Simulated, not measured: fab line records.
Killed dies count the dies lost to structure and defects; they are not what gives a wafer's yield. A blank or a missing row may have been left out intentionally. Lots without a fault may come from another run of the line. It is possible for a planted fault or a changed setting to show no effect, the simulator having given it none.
Which of the tools did it? || flow berkeleyCmos170 || 6 lots, 18 wafers sampled, at 3 steps of a route of 331

## WHAT THE GAUGES SHOWED, per wafer
UCB170_PSD_OVL_MEAS_07.
{"lot": "L975", "measured": "day 8 00:14", "on": "overlay-01", "PSD_OVL (nm)": "-3 -7 0"}
{"lot": "L978", "measured": "day 8 00:22", "on": "overlay-02", "PSD_OVL (nm)": "14 15 12"}
{"lot": "L981", "measured": "day 9 00:18", "on": "overlay-01", "PSD_OVL (nm)": "-2 -1 -5"}
{"lot": "L985", "measured": "day 10 06:10", "on": "overlay-02", "PSD_OVL (nm)": "-6 -10 -4"}
{"lot": "L993", "measured": "day 11 11:31", "on": "overlay-02", "PSD_OVL (nm)": "-2 1 -4"}
{"lot": "L996", "measured": "day 12 05:10", "on": "overlay-02", "PSD_OVL (nm)": "7 -1 5"}

## TOOL THAT RAN EACH LOT (tool first, then ch and the chambers of the sampled wafers, then the start)
{"lot": "L975", "UCB170_GATE_STRIP_16": "plasmaAsher-02 ch 0, day 7 12:32", "UCB170_PLDD_STRIP_10": "plasmaAsher-04 ch 0,1, day 7 14:47"}
{"lot": "L978", "UCB170_GATE_STRIP_16": "plasmaAsher-02 ch 0,1, day 7 12:51", "UCB170_PLDD_STRIP_10": "plasmaAsher-02 ch 0,1, day 7 15:04"}
{"lot": "L981", "UCB170_GATE_STRIP_16": "plasmaAsher-02 ch 0,1, day 8 11:46", "UCB170_PLDD_STRIP_10": "plasmaAsher-02 ch 0,1, day 8 14:19"}
{"lot": "L985", "UCB170_GATE_STRIP_16": "plasmaAsher-03 ch 0,1, day 9 17:46", "UCB170_PLDD_STRIP_10": "plasmaAsher-01 ch 0,1, day 9 22:35"}
{"lot": "L993", "UCB170_GATE_STRIP_16": "plasmaAsher-03 ch 0,1, day 11 01:08", "UCB170_PLDD_STRIP_10": "plasmaAsher-02 ch 0,1, day 11 03:08"}
{"lot": "L996", "UCB170_GATE_STRIP_16": "plasmaAsher-03 ch 0,1, day 11 16:56", "UCB170_PLDD_STRIP_10": "plasmaAsher-04 ch 0,1, day 11 18:55"}
- UCB170_GATE_STRIP_16: strips in O2.
- UCB170_PLDD_STRIP_10: strips in O2.

## THE ANSWER, worked out from the rows above alone
Rule: what is usual is taken from the lots themselves. Put in order of their means at a reading, lots are off if they are a third of the lots or fewer, leave a main group of 4 or more, and stand apart from it by a gap of 3 or more times the standard deviation of the main group's means; of several such gaps the widest counts. The tables above print the reading to a certain number of digits; a main group whose means all agree to those digits is not used. Also off: a lot with no number at a reading for which 4 or more lots have one. Where the step has rows for the other lots, those lots are counted as sound.
Nothing can be told from this: no lot is off at any reading shown.

## WHAT WAS PUT IN BY THE SIMULATOR
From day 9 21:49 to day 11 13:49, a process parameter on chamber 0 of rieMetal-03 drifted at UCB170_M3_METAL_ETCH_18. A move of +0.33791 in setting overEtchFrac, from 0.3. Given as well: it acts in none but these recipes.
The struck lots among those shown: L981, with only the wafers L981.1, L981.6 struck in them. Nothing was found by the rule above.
